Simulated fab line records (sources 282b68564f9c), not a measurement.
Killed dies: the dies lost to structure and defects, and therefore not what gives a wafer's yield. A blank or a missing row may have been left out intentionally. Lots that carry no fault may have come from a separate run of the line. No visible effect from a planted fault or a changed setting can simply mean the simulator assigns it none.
Split-lot study | flow rit-cmos | 23 wafers read from 5 lots, route of 202 steps

## SPLIT DETAILS
At RIT_PRETRO_COAT_01 (resist thk 1300 nm), the setting resist-thk-nm was moved away from the recipe's 1300 nm on 7 of the 23 wafers read, by -3.5% to +2.4%. The other wafers ran this setting at the recipe's value.

Split to reading: the file shows no intervening step.

## THE READING
NOVOLAK_of_PRETRO_COAT_01.thk-nm (the simulator's own value, which no gauge read), in nm, at RIT_PRETRO_HARDBAKE_07 (time 120 s). There is no usual value for it anywhere in the file. Average 1138 nm, standard deviation 3.2 nm, over the 16 wafers here run with the recipe.

wafer  | tool, chamber at the split | resist-thk-nm as run, nm | against the recipe | NOVOLAK_of_PRETRO_COAT_01.thk-nm, nm | against lot-mates on the recipe
L074.1 | litho-track-02, 0          | 1300                     | recipe             | 1140                                 | -
L074.2 | litho-track-02, 0          | 1300                     | recipe             | 1137                                 | -
L074.3 | litho-track-02, 0          | 1300                     | recipe             | 1137                                 | -
L074.4 | litho-track-02, 0          | 1255                     | -3.5%              | 1098                                 | -40
L074.6 | litho-track-02, 0          | 1255                     | -3.5%              | 1100                                 | -38
L076.1 | litho-track-03, 0          | 1300                     | recipe             | 1140                                 | -
L076.3 | litho-track-03, 0          | 1300                     | recipe             | 1135                                 | -
L076.4 | litho-track-03, 0          | 1331                     | +2.4%              | 1161                                 | +24
L076.5 | litho-track-03, 0          | 1331                     | +2.4%              | 1167                                 | +30
L076.6 | litho-track-03, 0          | 1331                     | +2.4%              | 1163                                 | +26
L077.1 | litho-track-01, 0          | 1278                     | -1.7%              | 1118                                 | -23
L077.3 | litho-track-01, 0          | 1278                     | -1.7%              | 1118                                 | -23
L077.2 | litho-track-01, 0          | 1300                     | recipe             | 1144                                 | -
L077.4 | litho-track-01, 0          | 1300                     | recipe             | 1138                                 | -
L077.6 | litho-track-01, 0          | 1300                     | recipe             | 1140                                 | -
L080.3 | litho-track-01, 0          | 1300                     | recipe             | 1138                                 | -
L080.5 | litho-track-01, 0          | 1300                     | recipe             | 1139                                 | -
L080.6 | litho-track-01, 0          | 1300                     | recipe             | 1139                                 | -
L082.1 | litho-track-02, 0          | 1300                     | recipe             | 1131                                 | -
L082.6 | litho-track-02, 0          | 1300                     | recipe             | 1131                                 | -
L082.3 | litho-track-02, 0          | 1300                     | recipe             | 1138                                 | -
L082.4 | litho-track-02, 0          | 1300                     | recipe             | 1138                                 | -
L082.5 | litho-track-02, 0          | 1300                     | recipe             | 1139                                 | -

THE FIT
A straight line over all 23 wafers: NOVOLAK_of_PRETRO_COAT_01.thk-nm changes by +11.1 nm for each +1% of resist-thk-nm; r = +0.98; the points scatter about the line by 2.9 nm.
The same after taking each lot's own level away (the mean of its wafers on the recipe; 23 wafers): +11.4 nm for each +1%; r = +0.99; scatter 2.6 nm.
That fit puts the effect of the largest move of resist-thk-nm on the reading at 39 nm.
From 1135.4 to 1140.7 nm: that is the span of the lots' own levels, equal to 1.7 times the standard deviation above.
So the lot-to-lot level changes the slope little: the two slopes agree.
Check: with one of the wafers moved furthest among these (-3.5%) left out of the fit, the line predicts -39.8 nm for it against its lot-mates. Against them it came out at -40 nm.

## FURTHER SPLITS ON THESE WAFERS
These wafers also went through other splits before the reading. Each is held against what the fit with the lots' levels taken away leaves over:
other split on the same wafers   | wafers away from the commonest value | r with NOVOLAK_of_PRETRO_COAT_01.thk-nm (lot level and that fit taken away)
RIT_ACTIVE_CVD_03 temp-c         | 15                                   | +0.22
RIT_ACTIVE_COAT_06 resist-thk-nm | 7                                    | -0.08
RIT_PWELL_SOFTBAKE_02 temp-c     | 10                                   | -0.25
RIT_PWELL_IMPLANT_08 energy-kev  | 12                                   | +0.09

## THE WHOLE CHAIN: every reading that the file lists as answering this split, in the file's order
step                   | what it does       | reading                                                                           | change (the file's fit)              | r (the file's)
RIT_PRETRO_COAT_01     | resist thk 1300 nm | NOVOLAK_of_PRETRO_COAT_01.thk-nm (the simulator's own value, which no gauge read) | +13.7 nm for each +1% of the setting | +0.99
RIT_PRETRO_HARDBAKE_07 | time 120 s         | NOVOLAK_of_PRETRO_COAT_01.thk-nm (the simulator's own value, which no gauge read) | +11.5 nm for each +1% of the setting | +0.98

## FILE'S OWN FIT
NOVOLAK_of_PRETRO_COAT_01.thk-nm changes by +11.5 nm for each +1% of resist-thk-nm, r = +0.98.
